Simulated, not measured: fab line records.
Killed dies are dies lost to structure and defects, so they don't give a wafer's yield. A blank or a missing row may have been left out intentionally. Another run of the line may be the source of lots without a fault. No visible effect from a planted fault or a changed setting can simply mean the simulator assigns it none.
2 desks, one fault / flow rit-cmos / every desk sees just its own numbers, and what lay behind them comes last

FROM THE METROLOGY DESK
What the gauges read for every lot (on any tool): the sampled wafers with a number, averaged. Marked OUT: a lot whose mean sits more than 4 standard deviations from the usual mean, which makes it out of limits; the brackets give that distance.
Columns: A = M1_AL_RS at RIT_M1_RS_MEAS_01, usual 0.0734 ohm/sq; B = M1_AL_THK at RIT_M1_THK_MEAS_02, usual 405 nm; C = cd-nm at RIT_M1_CD_MEAS_09, usual 2600.0 nm; D = M1_OVL at RIT_M1_OVL_MEAS_10, usual -0.1 nm
lot=L974; first seen here=day 5 18:50; A=0.0742; B=402; C=2598.1; D=-0.6
lot=L975; first seen here=day 5 22:55; A=0.0734; B=406; C=2603.6; D=-0.2
lot=L979; first seen here=day 6 19:54; A=0.0729; B=407; C=2600.1; D=-0.8
lot=L981; first seen here=day 7 05:22; A=0.0737; B=399; C=2603.0; D=-1.8
lot=L983; first seen here=day 7 13:44; A=0.0740; B=403; C=2597.3; D=-1.0
lot=L986; first seen here=day 8 10:38; A=0.0729; B=406; C=2600.7; D=-0.4
Finding of this desk: none of the 6 lots has anything out of limits.

AT THE TOOL OWNER'S DESK: rie-metal-03
The tool's own readings at RIT_M1_METAL_ETCH_12 (etches Al in Cl2/BCl3, stops on SiO2, time 165 s, target depth 600 nm): means of the sampled wafers that have a number, for each lot that ran on this tool. Marked OUT: a lot whose mean sits more than 4 standard deviations from the usual mean, which makes it out of limits; the brackets give that distance.
Columns: A = chamber-pressure-mTorr at RIT_M1_METAL_ETCH_12, usual 100.01 mTorr; B = drypump-motor-current-A at RIT_M1_METAL_ETCH_12, usual 5.3 A; C = oes-product-au at RIT_M1_METAL_ETCH_12, usual 0.778 a.u.; D = throttle-valve-pct at RIT_M1_METAL_ETCH_12, usual 8.29 %
lot=L974; first seen here=day 5 20:17; A=100.05; B=4.9; C=0.761; D=8.28
lot=L979; first seen here=day 6 21:20; A=113.33 (+99 or more) OUT; B=4.9; C=0.778; D=8.30
lot=L981; first seen here=day 7 06:50; A=106.76 (+68) OUT; B=4.8; C=0.764; D=8.28
This desk's finding: out of limits on L979, L981; first on L979, day 6 21:20 (chamber-pressure-mTorr at RIT_M1_METAL_ETCH_12). L974 stayed within limits.

PUT TOGETHER
The tool owner's desk had the chance to raise an alarm at day 6 21:20 on L979, L981.
Metrology desk: nothing out of limits seen.
The metrology desk holds a record of L979, L981, inside its limits.
Of the lots named, all ran RIT_M1_METAL_ETCH_12 on rie-metal-03.

WHAT THE SIMULATOR HAD PUT IN
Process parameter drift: rie-metal-03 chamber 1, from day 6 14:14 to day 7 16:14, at RIT_M1_METAL_ETCH_12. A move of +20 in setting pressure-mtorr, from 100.
Struck lots among those shown: L979, L981.
Delay in hours, fault start to first out-of-limits reading, by desk: the tool owner's desk at 7.
